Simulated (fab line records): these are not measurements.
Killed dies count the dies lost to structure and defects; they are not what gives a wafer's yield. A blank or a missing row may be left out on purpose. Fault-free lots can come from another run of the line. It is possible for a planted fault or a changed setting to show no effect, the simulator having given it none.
8D (eight disciplines) problem report, filled in by code / flow berkeleyCmos170 / the parts of the form that need people (team, actions taken, sign-off) are left out

1. PROBLEM STATEMENT
Mean PWELL_NITRIDE_THK at UCB170_PWELL_THK_MEAS_06: 146.2 nm over 6 wafers in 2 lots; fault-free wafers: 218.5 nm, standard deviation 2. That is -36 standard deviations from the usual mean.
Earliest sighting: wafer L505.1 on filmMetro-03 at day 6 00:44. At this step, 36 wafers from 12 lots have a number in the record. Rule for "out", or "out of limits": more than 4 standard deviations from the usual mean. The rest of the wafers with a number are treated as sound.

2. WHAT IT IS AND WHAT IT IS NOT
question=which readings at this step | is=PWELL_NITRIDE_THK | is not=-
question=which lots | is=L504, L505 | is not=L492, L493, L494, L495, L506, L507, L508, L513, L514, L515
question=which wafers of those lots | is=all that have a number | is not=-
question=read on which gauges | is=filmMetro-03, filmMetro-04 | is not=filmMetro-01
question=when | is=from day 6 00:44 | is not=up to then (12 sound wafers); but 18 sound wafers of L506, L507, L508, L513, L514, L515 came after

3. THE SUSPECTS, EACH WITH WHAT RULES IT OUT
Counting: any tool at a process step up to the reading is kept as a suspect provided that every lot that is out went through it and no sound lot did after the first of them.
- ruled out: the gauge at UCB170_PWELL_THK_MEAS_06. 2 gauges (filmMetro-03, filmMetro-04) read the wafers that are out.
- lpcvd-01 at UCB170_PWELL_CVD_05 (deposits Si3N4 from SiH2Cl2/NH3, target thk 220 nm, time 3300 s): kept. It processed each lot that is out, first L504 at day 5 22:49, and no sound lot thereafter; up to then, the last sound lot it processed was L492 at day 3 01:19. Its own spikeTcCentreC, spikeTcLoadC, spikeTcSourceC, susceptorTempC readings are out on those wafers.
Remaining after the count: lpcvd-01 at UCB170_PWELL_CVD_05.

4. THE CAUSE (what the simulator had put in)
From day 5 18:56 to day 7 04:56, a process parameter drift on lpcvd-01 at UCB170_PWELL_CVD_05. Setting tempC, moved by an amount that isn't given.
Only this tool survived the counting.

5. SEQUENCE OF EFFECTS, ordered by route
Each row: a reading where the mean over the struck wafers with a number is more than 3 standard deviations away from the usual. Readings are gone through only where the record gives a usual standard deviation; hours: the median, over the lots, of the time from a lot's start at the first step in this table giving one to that lot's start at this step; sigmas: the change measured in usual standard deviations.
hours=0; step=UCB170_PWELL_CVD_05; reading=spikeTcCentreC; usual=803.3 C; on struck wafers=781.7; change=-21.6; sigmas=-22
hours=0; step=UCB170_PWELL_CVD_05; reading=spikeTcLoadC; usual=823.9 C; on struck wafers=802.2; change=-21.7; sigmas=-17
hours=0; step=UCB170_PWELL_CVD_05; reading=spikeTcSourceC; usual=821.4 C; on struck wafers=800.0; change=-21.4; sigmas=-18
hours=0; step=UCB170_PWELL_CVD_05; reading=susceptorTempC; usual=800.1 C; on struck wafers=778.8; change=-21.3; sigmas=-56
hours=2; step=UCB170_PWELL_THK_MEAS_06; reading=PWELL_NITRIDE_THK; usual=218.5 nm; on struck wafers=146.2; change=-72.3; sigmas=-36
hours=6; step=UCB170_PWELL_ETCH_14; reading=oesProductAu; usual=0.941 a.u.; on struck wafers=0.751; change=-0.190; sigmas=-11
Its process steps:
- UCB170_PWELL_CVD_05: deposits Si3N4 from SiH2Cl2/NH3, target thk 220 nm, time 3300 s.
- UCB170_PWELL_ETCH_14: etches Si3N4 in CH3F/Ar/O2, stops on SiO2, target depth 242 nm, time 151 s.
Later steps that measure or inspect, where all struck wafers having a row at the step show a number for every such reading and not one has moved that far: UCB170_ACTIVE_OVL_MEAS_14.

6. HOW IT WOULD HAVE BEEN CAUGHT EARLIER
In this record the first reading out of limits at a measuring or inspecting step was taken at day 6 00:44, 6 hours after the fault began at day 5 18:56.
Tool's own readings at UCB170_PWELL_CVD_05, spikeTcCentreC, spikeTcLoadC, spikeTcSourceC, susceptorTempC: out on all struck wafers the step has rows for; an alarm limit on them would have tripped on the first.
All the lots that are out (2) had begun UCB170_PWELL_CVD_05 on lpcvd-01 by day 6 00:44. Holding the tool at that point would not have protected any of them.
